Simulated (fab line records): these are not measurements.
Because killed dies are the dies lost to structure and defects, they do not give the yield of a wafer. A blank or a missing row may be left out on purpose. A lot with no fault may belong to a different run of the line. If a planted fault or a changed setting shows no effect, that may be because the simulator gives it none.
fab line records	flow berkeley_cmos170	part 2 of 2: steps 25 to 33 of 33
record lots=5	wafers=15	last_day=14
route steps=331 shown SILICIDE@214 CONTACT@216 M1@238
lots that met no fault: taken from a fault-free run of the same line
start_h: hours from the record's opening day to when the first of the lot's shown wafers began	wait_h: hours since the lot's step before	" identical to the entry in the row above	L1.1+2: a row that stands for several wafers	- either no value or no given start	* or withheld: withheld	< > ~ a bound
route shown NAME@n: NAME is a module with steps in the file, n the number in the route of the first one	usual: the fault-free wafers' mean and standard deviation	same: alike in all rows	chamber/n: place in a boat	sites: per-site readings	_std_site: their standard deviation	_edge_site: the outer-site mean with the inner-site mean subtracted	radius_mm: for every site, how far away it sits from the centre of the wafer	mask NAME#n: copy n	behind: tool/chamber where the wafer was last shaped	hold: why the lot was held/for how many hours/how that ended	device: the transistor (n, p or np) that didn't switch	end of line: the route-end tests of the same wafers	a step without rows: its recipe alone	killed: count of dies lost to structure and defects at first sort (not the wafer's yield)	map: the dies of a wafer, with x for killed, . for not killed, _ for no die there
set.NAME: setting as actually run; set.NAME@STEP: the setting as run at that earlier step	model.NAME: the simulator's own value behind a step, which no gauge read
a table for each step, a row for each wafer; lots at some steps of the route
services: the hour from which a tool's chamber was out of use, counted from the record's first day as start_h (under 0 if before that day), plus the number of hours and why
## steps
# step UCB170_M1_SPUTTER_00
# recipe material=Al	target_thk_nm=600	time_s=80	power_w=6000	chamber_pressure_pa=0.5
# usual chamber_pressure_pa=0.4999/0.0011	throttle_valve_pct=30.1/0.68
lot.wafer	tool	chamber	start_h	wait_h	chamber_pressure_pa	throttle_valve_pct
L080.3	pvd_sputter-02	-	212.90	0.0	0.4999	29.6
L080.4	"	-	"	"	0.5003	29.5
L080.5	"	-	"	"	0.5008	30.4
L082.2	pvd_sputter-02	-	224.31	0.0	0.5000	29.5
L082.4	"	-	"	"	0.4989	30.6
L082.6	"	-	"	"	0.4993	29.6
L089.1	pvd_sputter-02	-	265.47	0.0	0.4996	29.5
L089.4	"	-	"	"	0.4986	29.6
L089.5	"	-	"	"	0.4995	29.6
L090.1	pvd_sputter-01	-	271.99	0.0	0.4998	30.3
L090.3	"	-	"	"	0.4974	29.3
L090.6	"	-	"	"	0.5002	30.8
L096.1	pvd_sputter-01	-	300.71	0.0	0.5013	30.7
L096.2	"	-	"	"	0.4973	30.7
L096.3	"	-	"	"	0.5007	29.6
# step UCB170_M1_RS_MEAS_01
# recipe thk_meas_gauge=four-point-probe	reads=Al_of_M1_SPUTTER_00
# usual M1_AL_RS=0.0487/0.00053
lot.wafer	tool	chamber	start_h	wait_h	M1_AL_RS[ohm/sq]
L080.3	film_metro-04	-	213.00	0.1	0.0481
L080.4	"	-	"	"	0.0482
L080.5	"	-	"	"	0.0481
L082.2	film_metro-01	-	224.40	0.1	0.0484
L082.4	"	-	"	"	0.0487
L082.6	"	-	"	"	0.0487
L089.1	film_metro-01	-	265.53	0.0	0.0491
L089.4	"	-	"	"	0.0491
L089.5	"	-	"	"	0.0491
L090.1	film_metro-03	-	272.05	0.0	0.0496
L090.3	"	-	"	"	0.0491
L090.6	"	-	"	"	0.0490
L096.1	film_metro-01	-	300.77	0.0	0.0487
L096.2	"	-	"	"	0.0488
L096.3	"	-	"	"	0.0482
# step UCB170_M1_THK_MEAS_02
# recipe thk_meas_gauge=xrf	reads=Al_of_M1_SPUTTER_00
# usual M1_AL_THK=596/6.6
lot.wafer	tool	chamber	start_h	wait_h	M1_AL_THK[nm]
L080.3	film_metro-04	-	213.10	0.1	603
L080.4	"	-	"	"	603
L080.5	"	-	"	"	608
L082.2	film_metro-01	-	224.51	0.1	598
L082.4	"	-	"	"	596
L082.6	"	-	"	"	596
L089.1	film_metro-01	-	265.65	0.1	594
L089.4	"	-	"	"	591
L089.5	"	-	"	"	592
L090.1	film_metro-03	-	272.17	0.1	585
L090.3	"	-	"	"	589
L090.6	"	-	"	"	590
L096.1	film_metro-01	-	300.89	0.1	599
L096.2	"	-	"	"	596
L096.3	"	-	"	"	606
# step UCB170_M1_COAT_03
# recipe resist=BARC	temp_c=withheld	time_s=withheld	spin_rpm=3000	resist_thk_nm=withheld
# usual chill_plate_temp_C=*	dispense_pressure_kPa=51.7/2
lot.wafer	tool	chamber	start_h	wait_h	chill_plate_temp_C	dispense_pressure_kPa
L080.3	litho_track-02	0	213.19	0.1	*	42.3
L080.4	"	0	"	"	*	42.3
L080.5	"	0	"	"	*	42.3
L082.2	litho_track-04	0	225.17	0.7	*	52.1
L082.4	"	0	"	"	*	52.2
L082.6	"	0	"	"	*	52.2
L089.1	litho_track-01	0	265.71	0.1	*	51.8
L089.4	"	0	"	"	*	51.8
L089.5	"	0	"	"	*	51.7
L090.1	litho_track-04	0	272.23	0.1	*	52.2
L090.3	"	0	"	"	*	52.2
L090.6	"	0	"	"	*	52.2
L096.1	litho_track-01	0	300.95	0.1	*	51.8
L096.2	"	0	"	"	*	51.8
L096.3	"	0	"	"	*	51.8
# step UCB170_M1_COAT_04
# recipe resist=KrF	spin_rpm=1500	resist_thk_nm=900
# usual chill_plate_temp_C=23.04/0.11	dispense_pressure_kPa=51.7/2
lot.wafer	tool	chamber	start_h	wait_h	chill_plate_temp_C	dispense_pressure_kPa
L080.3	litho_track-02	0	-	-	22.95	42.3
L080.4	"	0	"	"	23.17	42.3
L080.5	"	0	"	"	23.01	42.3
L082.2	litho_track-04	0	-	-	22.85	52.3
L082.4	"	0	"	"	23.11	52.3
L082.6	"	0	"	"	22.92	52.3
L089.1	litho_track-01	0	-	-	23.11	51.9
L089.4	"	0	"	"	23.13	51.8
L089.5	"	0	"	"	23.02	51.9
L090.1	litho_track-04	0	-	-	23.02	52.2
L090.3	"	0	"	"	23.11	52.3
L090.6	"	0	"	"	23.09	52.2
L096.1	litho_track-01	0	-	-	22.91	51.9
L096.2	"	0	"	"	23.20	51.8
L096.3	"	0	"	"	23.00	51.9
# step UCB170_M1_SOFTBAKE_05
# recipe resist=KrF	temp_c=130	time_s=60
# usual chill_plate_temp_C=23.00/0.092	plate_temp_C=130.00/0.16
lot.wafer	tool	chamber	start_h	wait_h	chill_plate_temp_C	plate_temp_C
L080.3	litho_track-02	0	-	-	23.06	130.03
L080.4	"	0	"	"	23.12	130.06
L080.5	"	0	"	"	23.06	129.88
L082.2	litho_track-04	0	-	-	23.04	130.13
L082.4	"	0	"	"	22.98	130.23
L082.6	"	0	"	"	23.11	130.16
L089.1	litho_track-01	0	-	-	22.90	130.05
L089.4	"	0	"	"	23.05	130.10
L089.5	"	0	"	"	22.85	130.09
L090.1	litho_track-04	0	-	-	23.13	130.04
L090.3	"	0	"	"	22.92	129.86
L090.6	"	0	"	"	22.91	130.17
L096.1	litho_track-01	0	-	-	23.08	130.03
L096.2	"	0	"	"	22.92	129.87
L096.3	"	0	"	"	22.98	130.19
# step UCB170_M1_EXPOSE_06
# recipe mask_id=METAL1	target_cd_nm=700	na=0.5	sigma_outer=0.6	source_shape=conventional	dose_mj=21
# usual exposure_dose_mJ_cm2=20.997/0.021	reticle_temp_C=22.99/0.11
lot.wafer	tool	chamber	start_h	wait_h	mask	exposure_dose_mJ_cm2	reticle_temp_C
L080.3	krf_scanner-01	0	213.63	-	METAL1#0	21.016	23.05
L080.4	"	0	"	"	METAL1#0	21.005	23.00
L080.5	"	0	"	"	METAL1#0	20.998	22.93
L082.2	krf_scanner-02	0	225.74	-	METAL1#0	21.000	22.98
L082.4	"	0	"	"	METAL1#0	21.004	23.00
L082.6	"	0	"	"	METAL1#0	20.964	23.00
L089.1	krf_scanner-02	0	266.35	-	METAL1#0	21.019	22.97
L089.4	"	0	"	"	METAL1#0	20.983	23.12
L089.5	"	0	"	"	METAL1#0	21.000	22.98
L090.1	krf_scanner-02	0	272.68	-	METAL1#0	20.990	23.01
L090.3	"	0	"	"	METAL1#0	20.960	22.80
L090.6	"	0	"	"	METAL1#0	21.008	23.14
L096.1	krf_scanner-01	0	301.40	-	METAL1#0	21.033	23.00
L096.2	"	0	"	"	METAL1#0	20.984	23.07
L096.3	"	0	"	"	METAL1#0	20.998	23.01
# step UCB170_M1_PEB_07
# recipe peb_temp_c=130	peb_time_s=withheld	resist=KrF
# usual chill_plate_temp_C=23.00/0.1	plate_temp_C=130.00/0.13
lot.wafer	tool	chamber	start_h	wait_h	chill_plate_temp_C	plate_temp_C
L080.3	litho_track-02	0	213.76	0.1	23.04	129.93
L080.4	"	0	"	"	23.05	129.90
L080.5	"	0	"	"	22.95	129.94
L082.2	litho_track-02	0	225.86	0.1	22.99	130.30
L082.4	"	0	"	"	22.94	130.03
L082.6	"	0	"	"	23.07	130.07
L089.1	litho_track-01	0	266.47	0.1	23.12	130.06
L089.4	"	0	"	"	23.00	129.95
L089.5	"	0	"	"	22.93	130.18
L090.1	litho_track-02	0	272.80	0.1	22.95	130.23
L090.3	"	0	"	"	22.89	130.05
L090.6	"	0	"	"	22.96	130.18
L096.1	litho_track-02	0	301.51	0.1	23.00	129.94
L096.2	"	0	"	"	22.97	129.94
L096.3	"	0	"	"	22.84	129.90
# step UCB170_M1_DEVELOP_08
# recipe developer=TMAH	develop_time_s=45	resist=KrF	dev_temp_c=21
# usual chill_plate_temp_C=22.99/0.11
lot.wafer	tool	chamber	start_h	wait_h	chill_plate_temp_C
L080.3	litho_track-02	0	-	-	23.04
L080.4	"	0	"	"	23.00
L080.5	"	0	"	"	22.99
L082.2	litho_track-02	0	-	-	23.21
L082.4	"	0	"	"	23.02
L082.6	"	0	"	"	22.96
L089.1	litho_track-01	0	-	-	23.11
L089.4	"	0	"	"	23.10
L089.5	"	0	"	"	23.02
L090.1	litho_track-02	0	-	-	22.99
L090.3	"	0	"	"	22.95
L090.6	"	0	"	"	23.05
L096.1	litho_track-02	0	-	-	22.89
L096.2	"	0	"	"	22.96
L096.3	"	0	"	"	22.86
## services
tool	chamber	start_h	hours	kind
rtp_anneal-02	-	184.94	4.4	pm
krf_scanner-01	-	188.55	1.0	pm
krf_scanner-02	-	191.10	1.0	pm
rie_diel-03	2	193.39	10.0	repair
krf_scanner-01	-	202.29	2.2	repair
pvd_sputter-01	-	210.90	18.0	repair
krf_scanner-01	-	214.96	1.3	pm
rie_diel-02	0	216.82	7.2	repair
wet_bench-01	-	219.28	1.9	pm
wet_bench-04	-	225.43	4.7	repair
rie_diel-03	1	230.57	5.6	repair
rie_diel-01	2	231.05	9.4	repair
lpcvd-02	-	238.10	1.7	repair
rie_diel-01	0	240.12	4.1	repair
krf_scanner-01	-	240.80	2.6	repair
lpcvd-02	-	245.40	14.6	pm
krf_scanner-01	-	249.90	4.4	pm
rie_diel-01	3	252.94	7.2	repair
krf_scanner-02	-	256.39	0.8	pm
rie_diel-03	-	273.06	0.5	repair
lpcvd-02	-	273.96	2.8	pm
krf_scanner-02	-	277.05	1.3	pm
rie_diel-03	0	290.84	19.9	repair
lpcvd-02	-	298.17	6.0	pm
